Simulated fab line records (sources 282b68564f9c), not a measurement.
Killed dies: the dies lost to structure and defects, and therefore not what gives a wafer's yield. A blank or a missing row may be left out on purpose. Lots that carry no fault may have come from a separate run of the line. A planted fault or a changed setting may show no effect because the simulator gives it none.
fab line records	flow rit_cmos
record: lots: 7	wafers: 21	last_day: 7
route steps=202 shown WELLDRIVE@50 NWELL@51 PWELL@52 NRETRO@53 PRETRO@64 GATE@75
lots that met no fault: from a run of the same line without faults
start_h: the number of hours between the record's first day and the start of the first shown wafer of the lot	wait_h: hours since the lot's step before	" identical to the entry in the row above	L1.1+2: several wafers, shown together as one row	- no value, or no start was given	* or withheld: withheld	< > ~ a bound
route shown NAME@n: names a module that has steps shown in the file, with the first one's number in the route	usual: mean/standard deviation taken from wafers without a fault	same: alike in all rows	chamber/n: place in a boat	sites: readings site by site	_std_site: their standard deviation	_edge_site: mean of outer sites minus mean of inner sites	radius_mm: for every site, how far away it sits from the centre of the wafer	mask NAME#n: copy n	behind: the last tool/chamber to shape the wafer	hold: reason for holding the lot/hours on hold/outcome of the hold	device: whichever transistor did not switch (one of n, p or np)	end of line: at the end of the route, the tests of the same wafers	a step given without rows: its recipe and nothing more	killed: dies that structure and defects cost at the first sort, which is not the same as the wafer's yield	map: the dies of a wafer, with x for killed, . for not killed, _ for no die there
set.NAME: the setting as run; set.NAME@STEP: as run at that earlier step	model.NAME: the simulator's own value behind a step, which no gauge read
lots at some steps of the route; a table a step, a row a wafer
services: from which hour (start_h, from the record's first day; less than 0 if before it) a tool's chamber was out of use, for how many hours, and why
== steps ==
step: RIT_WELLDRIVE_ANNEAL_00
recipe: temp_c: 1100	time_s: 14700	ambient: N2
step: RIT_WELLDRIVE_RS_MEAS_01
recipe: thk_meas_gauge: four-point-probe
usual: NWELL_RS: 276.2/0.94
lot.wafer	tool	chamber	start_h	wait_h	NWELL_RS[ohm/sq]
L750.3	film_metro-03	-	29.09	0.0	277.5
L750.4	"	-	"	"	276.6
L750.5	"	-	"	"	277.2
L751.3	film_metro-03	-	32.68	0.0	276.7
L751.5	"	-	"	"	277.1
L751.6	"	-	"	"	277.0
L756.1	film_metro-03	-	57.56	0.0	276.2
L756.2	"	-	"	"	277.6
L756.6	"	-	"	"	276.9
L757.2	film_metro-01	-	63.89	0.0	275.5
L757.4	"	-	"	"	275.3
L757.6	"	-	"	"	275.7
L758.2	film_metro-03	-	73.99	0.0	275.4
L758.4	"	-	"	"	276.2
L758.5	"	-	"	"	276.2
L765.2	film_metro-01	-	105.22	0.0	277.1
L765.3	"	-	"	"	277.1
L765.6	"	-	"	"	276.9
L772.1	film_metro-03	-	138.74	0.0	276.5
L772.4	"	-	"	"	278.0
L772.6	"	-	"	"	277.7
step: RIT_WELLDRIVE_RS_MEAS_02
recipe: thk_meas_gauge: four-point-probe
usual: PWELL_RS: 430.1/1.3
lot.wafer	tool	chamber	start_h	wait_h	PWELL_RS[ohm/sq]
L750.3	film_metro-03	-	29.21	0.1	430.9
L750.4	"	-	"	"	429.3
L750.5	"	-	"	"	429.6
L751.3	film_metro-03	-	32.80	0.1	432.1
L751.5	"	-	"	"	432.7
L751.6	"	-	"	"	432.4
L756.1	film_metro-03	-	57.68	0.1	430.1
L756.2	"	-	"	"	429.7
L756.6	"	-	"	"	430.2
L757.2	film_metro-01	-	64.01	0.1	429.1
L757.4	"	-	"	"	427.8
L757.6	"	-	"	"	428.6
L758.2	film_metro-03	-	74.11	0.1	433.4
L758.4	"	-	"	"	431.5
L758.5	"	-	"	"	430.2
L765.2	film_metro-01	-	105.34	0.1	428.6
L765.3	"	-	"	"	427.3
L765.6	"	-	"	"	427.7
L772.1	film_metro-03	-	138.86	0.1	430.1
L772.4	"	-	"	"	430.7
L772.6	"	-	"	"	429.1
step: RIT_NRETRO_HMDS_00
recipe: prime_time_s: 60	prime_temp_c: 140
step: RIT_NRETRO_COAT_01
recipe: resist: NOVOLAK	spin_rpm: 2000	resist_thk_nm: 1300
step: RIT_NRETRO_SOFTBAKE_02
recipe: resist: NOVOLAK	temp_c: 90	time_s: 60
step: RIT_NRETRO_EXPOSE_03
recipe: mask_id: M4	na: 0.57	target_cd_nm: 43900	dose_mj: 250
step: RIT_NRETRO_PEB_04
recipe: resist: NOVOLAK	temp_c: withheld	time_s: withheld
step: RIT_NRETRO_DEVELOP_05
recipe: resist: NOVOLAK	develop_time_s: 68	dev_temp_c: 23
step: RIT_NRETRO_OVL_MEAS_06
usual: NRETRO_OVL: 0.8/1.2
lot.wafer	tool	chamber	start_h	wait_h	NRETRO_OVL[nm]
L750.3	overlay-01	-	30.18	-	-0.5
L750.4	"	-	"	"	0.4
L750.5	"	-	"	"	0.3
L751.3	overlay-02	-	33.77	-	-0.2
L751.5	"	-	"	"	0.0
L751.6	"	-	"	"	0.2
L756.1	overlay-02	-	58.68	-	2.1
L756.2	"	-	"	"	0.6
L756.6	"	-	"	"	3.1
L757.2	overlay-01	-	65.00	-	-0.8
L757.4	"	-	"	"	0.8
L757.6	"	-	"	"	-1.6
L758.2	overlay-01	-	75.22	-	-0.3
L758.4	"	-	"	"	1.2
L758.5	"	-	"	"	-1.7
L765.2	overlay-02	-	106.52	-	-0.2
L765.3	"	-	"	"	1.4
L765.6	"	-	"	"	0.5
L772.1	overlay-02	-	139.98	-	1.3
L772.4	"	-	"	"	2.7
L772.6	"	-	"	"	2.1
step: RIT_NRETRO_HARDBAKE_07
recipe: resist: NOVOLAK	temp_c: 140	time_s: 120
step: RIT_NRETRO_IMPLANT_08
recipe: species: P	energy_kev: 69.49	dose_cm2: 1e+13	tilt_deg: 7
step: RIT_NRETRO_STRIP_09
recipe: chemistry: O2	time_s: 180	resist: NOVOLAK	platen_temp_c: withheld	power_w: 500	pressure_mtorr: 4000	o2_flow_sccm: 4000
usual: chamber_pressure_mTorr: 4000/3.7	drypump_motor_current_A: 5.6/0.57	rf_refl_power_W: 7.4/1.7
lot.wafer	tool	chamber	start_h	wait_h	chamber_pressure_mTorr	drypump_motor_current_A	rf_hours_counter_h	rf_refl_power_W	model.NOVOLAK_of_NRETRO_COAT_01.thk_nm
L750.3	plasma_asher-04	0	30.67	0.1	4012	6.1	-	9.2	0
L750.4	"	1	"	"	4000	5.0	-	7.0	0
L750.5	"	0	"	"	4003	6.2	-	9.4	0
L751.3	plasma_asher-02	0	34.25	0.1	4007	6.0	-	8.2	0
L751.5	"	0	"	"	3993	6.0	-	7.9	0
L751.6	"	1	"	"	3997	6.5	-	9.5	0
L756.1	plasma_asher-02	0	59.12	0.1	-	-	-	-	1137
L756.2	"	1	"	"	-	-	-	-	1140
L756.6	"	0	"	"	-	-	-	-	1137
L757.2	plasma_asher-04	0	65.43	0.1	-	-	-	-	1142
L757.4	"	1	"	"	-	-	-	-	1143
L757.6	"	1	"	"	-	-	-	-	1144
L758.2	plasma_asher-04	0	75.65	0.1	-	-	-	-	1138
L758.4	"	0	"	"	-	-	-	-	1135
L758.5	"	1	"	"	-	-	-	-	1138
L765.2	plasma_asher-02	1	106.95	0.1	4006	6.5	31	9.7	0
L765.3	"	1	"	"	4000	6.5	-	9.7	0
L765.6	"	1	"	"	4000	6.5	-	9.8	0
L772.1	plasma_asher-03	1	140.42	0.1	4006	4.9	52	6.9	0
L772.4	"	0	"	"	3994	5.7	-	4.4	0
L772.6	"	1	"	"	4001	4.9	-	6.9	0
step: RIT_NRETRO_TW_MEAS_10
usual: NRETRO_TW: 1048/6.1
lot.wafer	tool	chamber	start_h	wait_h	NRETRO_TW
L750.3	film_metro-01	-	30.80	0.1	1050
L750.4	"	-	"	"	1047
L750.5	"	-	"	"	1048
L751.3	film_metro-01	-	34.39	0.1	1057
L751.5	"	-	"	"	1051
L751.6	"	-	"	"	1046
L756.1	film_metro-01	-	59.30	0.1	1040
L756.2	"	-	"	"	1043
L756.6	"	-	"	"	1039
L757.2	film_metro-04	-	65.61	0.1	1056
L757.4	"	-	"	"	1054
L757.6	"	-	"	"	1055
L758.2	film_metro-02	-	75.84	0.1	1043
L758.4	"	-	"	"	1045
L758.5	"	-	"	"	1043
L765.2	film_metro-01	-	107.14	0.1	1042
L765.3	"	-	"	"	1046
L765.6	"	-	"	"	1044
L772.1	film_metro-02	-	140.59	0.1	1042
L772.4	"	-	"	"	1041
L772.6	"	-	"	"	1045
step: RIT_PRETRO_HMDS_00
recipe: prime_time_s: 60	prime_temp_c: 140
step: RIT_PRETRO_COAT_01
recipe: resist: NOVOLAK	spin_rpm: 2000	resist_thk_nm: 1300
step: RIT_PRETRO_SOFTBAKE_02
recipe: resist: NOVOLAK	temp_c: 90	time_s: 60
step: RIT_PRETRO_EXPOSE_03
recipe: mask_id: M5	na: 0.57	target_cd_nm: 43700	dose_mj: 250
step: RIT_PRETRO_PEB_04
recipe: resist: NOVOLAK	temp_c: withheld	time_s: withheld
step: RIT_PRETRO_DEVELOP_05
recipe: resist: NOVOLAK	develop_time_s: 68	dev_temp_c: 23
step: RIT_PRETRO_OVL_MEAS_06
usual: PRETRO_OVL: -1.2/1.5
lot.wafer	tool	chamber	start_h	wait_h	PRETRO_OVL[nm]
L750.3	overlay-01	-	31.86	-	0.2
L750.4	"	-	"	"	0.3
L750.5	"	-	"	"	-0.2
L751.3	overlay-02	-	35.32	-	-1.3
L751.5	"	-	"	"	-0.5
L751.6	"	-	"	"	-0.3
L756.1	overlay-02	-	60.24	-	-0.5
L756.2	"	-	"	"	-0.3
L756.6	"	-	"	"	-1.5
L757.2	overlay-01	-	66.67	-	0.3
L757.4	"	-	"	"	0.6
L757.6	"	-	"	"	-1.4
L758.2	overlay-02	-	76.90	-	-0.4
L758.4	"	-	"	"	-0.2
L758.5	"	-	"	"	-0.4
L765.2	overlay-02	-	108.10	-	-1.7
L765.3	"	-	"	"	-0.1
L765.6	"	-	"	"	0.2
L772.1	overlay-02	-	141.53	-	-0.4
L772.4	"	-	"	"	0.1
L772.6	"	-	"	"	-0.8
step: RIT_PRETRO_HARDBAKE_07
recipe: resist: NOVOLAK	temp_c: 140	time_s: 120
step: RIT_PRETRO_IMPLANT_08
recipe: species: B	energy_kev: 45.71	dose_cm2: 1.2e+13	tilt_deg: 7
step: RIT_PRETRO_STRIP_09
recipe: chemistry: O2	time_s: 180	resist: NOVOLAK	platen_temp_c: withheld	power_w: 500	pressure_mtorr: 4000	o2_flow_sccm: 4000
usual: chamber_pressure_mTorr: 4000/3.4	drypump_motor_current_A: 5.8/0.6	rf_refl_power_W: 7.2/1.8
lot.wafer	tool	chamber	start_h	wait_h	chamber_pressure_mTorr	drypump_motor_current_A	rf_hours_counter_h	rf_refl_power_W
L750.3	plasma_asher-01	0	32.34	0.1	4002	5.3	-	6.0
L750.4	"	1	"	"	3999	4.8	-	4.7
L750.5	"	0	"	"	4000	5.4	-	5.9
L751.3	plasma_asher-02	1	35.80	0.1	3997	6.5	-	9.4
L751.5	"	1	"	"	4000	6.5	-	9.2
L751.6	"	0	"	"	3996	6.0	-	8.1
L756.1	plasma_asher-02	0	60.67	0.1	4002	6.0	26	7.9
L756.2	"	1	"	"	3997	6.5	26	9.3
L756.6	"	0	"	"	4002	6.0	-	8.0
L757.2	plasma_asher-02	0	67.10	0.1	4000	6.0	27	8.0
L757.4	"	1	"	"	4005	6.5	-	9.3
L757.6	"	0	"	"	3995	6.0	-	8.1
L758.2	plasma_asher-02	0	77.33	0.1	3998	6.0	28	7.9
L758.4	"	0	"	"	4004	5.9	-	7.8
L758.5	"	0	"	"	4002	5.9	-	7.9
L765.2	plasma_asher-02	0	108.56	0.1	3997	6.0	31	8.0
L765.3	"	1	"	"	3998	6.5	-	9.6
L765.6	"	0	"	"	4001	6.0	-	8.0
L772.1	plasma_asher-02	1	141.97	0.1	4006	6.5	36	9.4
L772.4	"	0	"	"	3997	6.0	-	8.2
L772.6	"	1	"	"	3999	6.5	-	9.1
step: RIT_PRETRO_TW_MEAS_10
usual: PRETRO_TW: 474.2/2.9
lot.wafer	tool	chamber	start_h	wait_h	PRETRO_TW
L750.3	film_metro-04	-	32.48	0.1	476.6
L750.4	"	-	"	"	475.2
L750.5	"	-	"	"	475.8
L751.3	film_metro-04	-	35.94	0.1	475.2
L751.5	"	-	"	"	476.4
L751.6	"	-	"	"	475.6
L756.1	film_metro-03	-	60.85	0.1	29.7
L756.2	"	-	"	"	29.7
L756.6	"	-	"	"	29.7
L757.2	film_metro-03	-	67.29	0.1	29.7
L757.4	"	-	"	"	29.8
L757.6	"	-	"	"	29.7
L758.2	film_metro-04	-	77.51	0.1	30.1
L758.4	"	-	"	"	30.1
L758.5	"	-	"	"	30.1
L765.2	film_metro-03	-	108.75	0.1	472.8
L765.3	"	-	"	"	472.9
L765.6	"	-	"	"	474.2
L772.1	film_metro-03	-	142.14	0.1	470.7
L772.4	"	-	"	"	466.8
L772.6	"	-	"	"	465.6
step: RIT_GATE_WET_ETCH_00
recipe: chemistry: BOE	target: SiO2	target_depth_nm: 56	time_s: 60	dry: n2_spin	dilution: 10:1	temp_c: 21.5
== services ==
tool	chamber	start_h	hours	kind
plasma_asher-03	-	12.93	5.3	repair
plasma_asher-02	-	31.32	2.8	pm
plasma_asher-03	-	63.43	0.4	repair
plasma_asher-01	-	108.87	9.0	pm
plasma_asher-01	0	108.87	9.0	vent_cycle
plasma_asher-01	1	108.87	9.0	vent_cycle
plasma_asher-01	-	117.87	2.8	pm
plasma_asher-01	0	117.87	-	clean
plasma_asher-01	1	117.87	-	clean
plasma_asher-01	-	120.62	14.6	pm
== key ==
first_sign: step: RIT_NRETRO_STRIP_09	reading: tool_record	direction: missing
effect: step: RIT_PRETRO_TW_MEAS_10	reading: PRETRO_TW	direction: down	sigmas: 99+	usual: 474.2	struck: 29.9
model_effect: step: RIT_NRETRO_STRIP_09	value: NOVOLAK_of_NRETRO_COAT_01.thk_nm	without: 0	struck: 1139
met_at RIT_NRETRO_STRIP_09
struck_wafers L756.1,L756.2,L756.6,L757.2,L757.4,L757.6,L758.2,L758.4,L758.5
later_rows_left_out L756.1,L756.2,L756.6,L757.2,L757.4,L757.6,L758.2,L758.4,L758.5
sort_left_out L756.1,L756.2,L756.6,L757.2,L757.4,L757.6,L758.2,L758.4,L758.5
tester_left_out L756,L757,L758
onset_between 34.25 59.12
fault: kind: skipped_step_whole	tool: plasma_asher-02,plasma_asher-04	chamber: -	onset_h: 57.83	steps: RIT_NRETRO_STRIP_09	scope: struck_lots_only
tester_left_out: of these lots the tester's yield and bins aren't shown, on N5 and GAA mostly nor the transistor test; their killed dies are dies lost to structure and defects alone, not to doping, threshold or leakage, so they don't give the yield
sort_left_out: the simulated sort isn't trusted on such a fault, so these wafers' sort isn't shown, and their yield isn't known
later_rows_left_out: the simulator's readings of these wafers behind a module that went badly wrong aren't trusted and aren't shown, but for the sort
